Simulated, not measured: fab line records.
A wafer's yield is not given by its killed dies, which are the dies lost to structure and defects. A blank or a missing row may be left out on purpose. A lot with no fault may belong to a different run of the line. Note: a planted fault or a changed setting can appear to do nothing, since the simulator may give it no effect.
Which tool was responsible? :: flow berkeley_cmos170 :: 14 lots with 42 wafers sampled at 6 steps, on a route of 331 steps

WHAT EACH GAUGE READ, for each wafer
UCB170_M1_RS_MEAS_01: measures by four-point-probe. Usual: M1_AL_RS typically reads 0.0487 ohm/sq, with standard deviation 0.00055.
lot: L715
measured: day 7 18:20
on: film_metro-01
M1_AL_RS (ohm/sq): 0.0485 0.0483 0.0485
flag: 

lot: L716
measured: day 7 22:15
on: film_metro-01
M1_AL_RS (ohm/sq): 0.0472 0.0476 0.0478
flag: 

lot: L717
measured: day 8 05:23
on: film_metro-02
M1_AL_RS (ohm/sq): 0.0491 0.0494 0.0492
flag: 

lot: L719
measured: day 8 07:37
on: film_metro-02
M1_AL_RS (ohm/sq): 0.0490 0.0490 0.0489
flag: 

lot: L723
measured: day 8 14:03
on: film_metro-01
M1_AL_RS (ohm/sq): 0.0490 0.0489 0.0489
flag: 

lot: L722
measured: day 8 15:59
on: film_metro-04
M1_AL_RS (ohm/sq): 0.0488 0.0492 0.0489
flag: 

lot: L721
measured: day 8 16:08
on: film_metro-01
M1_AL_RS (ohm/sq): 0.0485 0.0482 0.0484
flag: 

lot: L724
measured: day 9 05:04
on: film_metro-02
M1_AL_RS (ohm/sq): 0.0484 0.0483 0.0481
flag: 

lot: L726
measured: day 9 21:37
on: film_metro-01
M1_AL_RS (ohm/sq): 0.0488 0.0484 0.0492
flag: 

lot: L727
measured: day 9 22:11
on: film_metro-01
M1_AL_RS (ohm/sq): 0.0497 0.0496 0.0490
flag: 

lot: L728
measured: day 9 22:22
on: film_metro-02
M1_AL_RS (ohm/sq): 0.0484 0.0477 0.0478
flag: 

lot: L730
measured: day 10 03:55
on: film_metro-02
M1_AL_RS (ohm/sq): 0.0486 0.0487 0.0486
flag: 

lot: L735
measured: day 11 07:03
on: film_metro-02
M1_AL_RS (ohm/sq): 0.0483 0.0487 0.0483
flag: 

lot: L734
measured: day 11 07:13
on: film_metro-04
M1_AL_RS (ohm/sq): 0.0491 0.0489 0.0490
flag: 

UCB170_M1_OVL_MEAS_10. Usual: M1_OVL typically reads -1 nm, with standard deviation 5.3.
lot: L715
measured: day 7 19:37
on: overlay-02
M1_OVL (nm): 3 -1 4
flag: 

lot: L716
measured: day 7 23:31
on: overlay-01
M1_OVL (nm): 1 0 1
flag: 

lot: L717
measured: day 8 07:04
on: overlay-01
M1_OVL (nm): -11 -15 -9
flag: 

lot: L719
measured: day 8 09:41
on: overlay-01
M1_OVL (nm): 3 0 0
flag: 

lot: L723
measured: day 8 16:51
on: overlay-01
M1_OVL (nm): 3 -2 -1
flag: 

lot: L722
measured: day 8 17:50
on: overlay-01
M1_OVL (nm): -1 4 5
flag: 

lot: L721
measured: day 8 17:59
on: overlay-02
M1_OVL (nm): -5 1 -4
flag: 

lot: L724
measured: day 9 06:13
on: overlay-01
M1_OVL (nm): 3 12 9
flag: 

lot: L726
measured: day 9 23:10
on: overlay-02
M1_OVL (nm): 2 -2 -3
flag: 

lot: L727
measured: day 9 23:43
on: overlay-02
M1_OVL (nm): -2 -8 -5
flag: 

lot: L728
measured: day 9 23:56
on: overlay-01
M1_OVL (nm): -3 -11 -6
flag: 

lot: L730
measured: day 10 05:11
on: overlay-02
M1_OVL (nm): 13 9 1
flag: 

lot: L735
measured: day 11 08:42
on: overlay-01
M1_OVL (nm): -4 0 -6
flag: 

lot: L734
measured: day 11 08:59
on: overlay-02
M1_OVL (nm): 4 -7 1
flag: 

UCB170_M2_RS_MEAS_02: measures by four-point-probe. Usual: M2_AL_RS typically reads 0.0322 ohm/sq, with standard deviation 0.00036.
lot: L715
measured: day 8 02:06
on: film_metro-03
M2_AL_RS (ohm/sq): 0.0326 0.0328 0.0323
flag: 

lot: L716
measured: day 8 06:31
on: film_metro-03
M2_AL_RS (ohm/sq): 0.0322 0.0321 0.0319
flag: 

lot: L717
measured: day 8 14:00
on: film_metro-04
M2_AL_RS (ohm/sq): 0.0327 0.0328 0.0330
flag: 

lot: L719
measured: day 8 16:26
on: film_metro-02
M2_AL_RS (ohm/sq): 0.0316 0.0320 0.0320
flag: 

lot: L723
measured: day 9 01:38
on: film_metro-03
M2_AL_RS (ohm/sq): 0.0326 0.0325 0.0323
flag: 

lot: L722
measured: day 9 01:46
on: film_metro-04
M2_AL_RS (ohm/sq): 0.0320 0.0320 0.0324
flag: 

lot: L721
measured: day 9 02:00
on: film_metro-03
M2_AL_RS (ohm/sq): 0.0317 0.0314 0.0318
flag: 

lot: L724
measured: day 9 14:36
on: film_metro-03
M2_AL_RS (ohm/sq): 0.0321 0.0319 0.0319
flag: 

lot: L726
measured: day 10 06:55
on: film_metro-03
M2_AL_RS (ohm/sq): 0.0318 0.0322 0.0324
flag: 

lot: L727
measured: day 10 07:24
on: film_metro-02
M2_AL_RS (ohm/sq): 0.0322 0.0324 0.0323
flag: 

lot: L728
measured: day 10 07:10
on: film_metro-04
M2_AL_RS (ohm/sq): 0.1174 0.1190 0.1174
flag: OFF

lot: L730
measured: day 10 13:12
on: film_metro-03
M2_AL_RS (ohm/sq): 0.1169 0.1157 0.1130
flag: OFF

lot: L735
measured: day 11 17:25
on: film_metro-02
M2_AL_RS (ohm/sq): 0.0323 0.0323 0.0325
flag: 

lot: L734
measured: day 11 18:26
on: film_metro-02
M2_AL_RS (ohm/sq): 0.0321 0.0321 0.0321
flag: 

UCB170_M2_THK_MEAS_03: measures by xrf. Usual: M2_AL_THK typically reads 882 nm, with standard deviation 10.
lot: L715
measured: day 8 02:13
on: film_metro-03
M2_AL_THK (nm): 866 871 877
flag: 

lot: L716
measured: day 8 06:38
on: film_metro-03
M2_AL_THK (nm): 882 888 890
flag: 

lot: L717
measured: day 8 14:07
on: film_metro-04
M2_AL_THK (nm): 864 874 858
flag: 

lot: L719
measured: day 8 16:33
on: film_metro-02
M2_AL_THK (nm): 893 886 886
flag: 

lot: L723
measured: day 9 01:45
on: film_metro-03
M2_AL_THK (nm): 867 868 876
flag: 

lot: L722
measured: day 9 01:53
on: film_metro-04
M2_AL_THK (nm): 897 890 887
flag: 

lot: L721
measured: day 9 02:07
on: film_metro-03
M2_AL_THK (nm): 896 898 883
flag: 

lot: L724
measured: day 9 14:43
on: film_metro-03
M2_AL_THK (nm): 884 885 884
flag: 

lot: L726
measured: day 10 07:02
on: film_metro-03
M2_AL_THK (nm): 886 883 878
flag: 

lot: L727
measured: day 10 07:31
on: film_metro-02
M2_AL_THK (nm): 882 877 883
flag: 

lot: L728
measured: day 10 07:17
on: film_metro-04
M2_AL_THK (nm): 251 246 249
flag: OFF

lot: L730
measured: day 10 13:19
on: film_metro-03
M2_AL_THK (nm): 251 252 257
flag: OFF

lot: L735
measured: day 11 17:32
on: film_metro-02
M2_AL_THK (nm): 882 881 877
flag: 

lot: L734
measured: day 11 18:32
on: film_metro-02
M2_AL_THK (nm): 887 882 884
flag: 

TOOL THAT RAN EACH LOT (tool first, then ch and the chambers of the sampled wafers, then the start)
lot: L715
UCB170_M1_STRIP_13: plasma_asher-04 ch 0,1, day 7 19:49
UCB170_M2_SPUTTER_01: pvd_sputter-04, day 8 02:01

lot: L716
UCB170_M1_STRIP_13: plasma_asher-02 ch 0,1, day 7 23:44
UCB170_M2_SPUTTER_01: pvd_sputter-04, day 8 06:23

lot: L717
UCB170_M1_STRIP_13: plasma_asher-03 ch 1, day 8 07:16
UCB170_M2_SPUTTER_01: pvd_sputter-04, day 8 13:54

lot: L719
UCB170_M1_STRIP_13: plasma_asher-04 ch 0,1, day 8 09:54
UCB170_M2_SPUTTER_01: pvd_sputter-02, day 8 16:21

lot: L723
UCB170_M1_STRIP_13: plasma_asher-02 ch 0,1, day 8 17:04
UCB170_M2_SPUTTER_01: pvd_sputter-04, day 9 01:33

lot: L722
UCB170_M1_STRIP_13: plasma_asher-04 ch 0,1, day 8 18:02
UCB170_M2_SPUTTER_01: pvd_sputter-02, day 9 01:40

lot: L721
UCB170_M1_STRIP_13: plasma_asher-02 ch 0,1, day 8 18:11
UCB170_M2_SPUTTER_01: pvd_sputter-01, day 9 01:55

lot: L724
UCB170_M1_STRIP_13: plasma_asher-04 ch 1, day 9 06:25
UCB170_M2_SPUTTER_01: pvd_sputter-01, day 9 14:31

lot: L726
UCB170_M1_STRIP_13: plasma_asher-04 ch 0,1, day 9 23:22
UCB170_M2_SPUTTER_01: pvd_sputter-02, day 10 06:50

lot: L727
UCB170_M1_STRIP_13: plasma_asher-03 ch 0,1, day 9 23:55
UCB170_M2_SPUTTER_01: pvd_sputter-01, day 10 07:19

lot: L728
UCB170_M1_STRIP_13: plasma_asher-02 ch 0,1, day 10 00:09
UCB170_M2_SPUTTER_01: pvd_sputter-04, day 10 07:05

lot: L730
UCB170_M1_STRIP_13: plasma_asher-04 ch 0,1, day 10 05:24
UCB170_M2_SPUTTER_01: pvd_sputter-04, day 10 13:07

lot: L735
UCB170_M1_STRIP_13: plasma_asher-03 ch 0,1, day 11 08:54
UCB170_M2_SPUTTER_01: pvd_sputter-02, day 11 17:19

lot: L734
UCB170_M1_STRIP_13: plasma_asher-02 ch 0,1, day 11 09:13
UCB170_M2_SPUTTER_01: pvd_sputter-01, day 11 18:19
- UCB170_M1_STRIP_13: strips in O2.
- UCB170_M2_SPUTTER_01: material Al, target thk 900 nm, time 120 s.

WHAT THE TOOLS THEMSELVES READ (means of the sampled wafers that have a number; where no wafer has one, the mark that the record gives instead)
UCB170_M1_STRIP_13. Usual: drypump_motor_current_A 5.8 A, standard deviation 0.54; oes_product_au 0.720 a.u., standard deviation 0.0043.
lot: L715
tool: plasma_asher-04
drypump_motor_current_A (A): 6.4
oes_product_au (a.u.): 0.720
flag: 

lot: L716
tool: plasma_asher-02
drypump_motor_current_A (A): 6.1
oes_product_au (a.u.): 0.717
flag: 

lot: L717
tool: plasma_asher-03
drypump_motor_current_A (A): 5.4
oes_product_au (a.u.): 0.720
flag: 

lot: L719
tool: plasma_asher-04
drypump_motor_current_A (A): 6.3
oes_product_au (a.u.): 0.721
flag: 

lot: L723
tool: plasma_asher-02
drypump_motor_current_A (A): 5.8
oes_product_au (a.u.): 0.717
flag: 

lot: L722
tool: plasma_asher-04
drypump_motor_current_A (A): 6.3
oes_product_au (a.u.): 0.720
flag: 

lot: L721
tool: plasma_asher-02
drypump_motor_current_A (A): 6.1
oes_product_au (a.u.): 0.718
flag: 

lot: L724
tool: plasma_asher-04
drypump_motor_current_A (A): 6.6
oes_product_au (a.u.): 0.718
flag: 

lot: L726
tool: plasma_asher-04
drypump_motor_current_A (A): 6.4
oes_product_au (a.u.): 0.721
flag: 

lot: L727
tool: plasma_asher-03
drypump_motor_current_A (A): 5.4
oes_product_au (a.u.): 0.719
flag: 

lot: L728
tool: plasma_asher-02
drypump_motor_current_A (A): 6.1
oes_product_au (a.u.): 0.719
flag: 

lot: L730
tool: plasma_asher-04
drypump_motor_current_A (A): 6.5
oes_product_au (a.u.): 0.723
flag: 

lot: L735
tool: plasma_asher-03
drypump_motor_current_A (A): 5.3
oes_product_au (a.u.): 0.717
flag: 

lot: L734
tool: plasma_asher-02
drypump_motor_current_A (A): 5.8
oes_product_au (a.u.): 0.719
flag: 

UCB170_M2_SPUTTER_01. Usual: 29.9 % for throttle_valve_pct, sd 1.3.
lot: L715
tool: pvd_sputter-04
throttle_valve_pct (%): 31.1
flag: 

lot: L716
tool: pvd_sputter-04
throttle_valve_pct (%): 30.0
flag: 

lot: L717
tool: pvd_sputter-04
throttle_valve_pct (%): 30.1
flag: 

lot: L719
tool: pvd_sputter-02
throttle_valve_pct (%): 29.2
flag: 

lot: L723
tool: pvd_sputter-04
throttle_valve_pct (%): 29.6
flag: 

lot: L722
tool: pvd_sputter-02
throttle_valve_pct (%): 28.4
flag: 

lot: L721
tool: pvd_sputter-01
throttle_valve_pct (%): 30.1
flag: 

lot: L724
tool: pvd_sputter-01
throttle_valve_pct (%): 30.8
flag: 

lot: L726
tool: pvd_sputter-02
throttle_valve_pct (%): 28.4
flag: 

lot: L727
tool: pvd_sputter-01
throttle_valve_pct (%): 30.8
flag: 

lot: L728
tool: pvd_sputter-04
throttle_valve_pct (%): 30.5
flag: 

lot: L730
tool: pvd_sputter-04
throttle_valve_pct (%): 30.5
flag: 

lot: L735
tool: pvd_sputter-02
throttle_valve_pct (%): 29.9
flag: 

lot: L734
tool: pvd_sputter-01
throttle_valve_pct (%): 30.5
flag: 

THE ANSWER, worked out from the rows above alone
Rule: lot off if the mean of its wafers having a number is beyond 3 standard deviations from the usual mean. A lot without any number at a reading at which 4 lots or more have one is off too. Any other lot the step has rows for is counted as sound. First the gauges in route order, then the tools' own readings, where a lot's mean is used as printed above. The first step at which some lot is off is used, and at that step the reading that is off furthest; a lot without a number counts as furthest.
Off: L728, L730, at UCB170_M2_RS_MEAS_02 (M2_AL_RS).
If a tool, at a process step before that reading, ran all the lots that are off and no sound lot after the first of them, it fits. Those tools and the gauges at UCB170_M2_RS_MEAS_02 are tried in the same way. One candidate fits, namely pvd_sputter-04 at UCB170_M2_SPUTTER_01. Its last sound lot is L723 (day 9 01:33), its first lot that is off L728 (day 10 07:05): a fault that began between those two fits.

WHAT HAD BEEN PUT IN BY THE SIMULATOR
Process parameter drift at UCB170_M2_SPUTTER_01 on pvd_sputter-04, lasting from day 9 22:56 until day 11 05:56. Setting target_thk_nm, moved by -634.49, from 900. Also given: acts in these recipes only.
Shown lots that were struck: L728, L730. The rule above found the same.
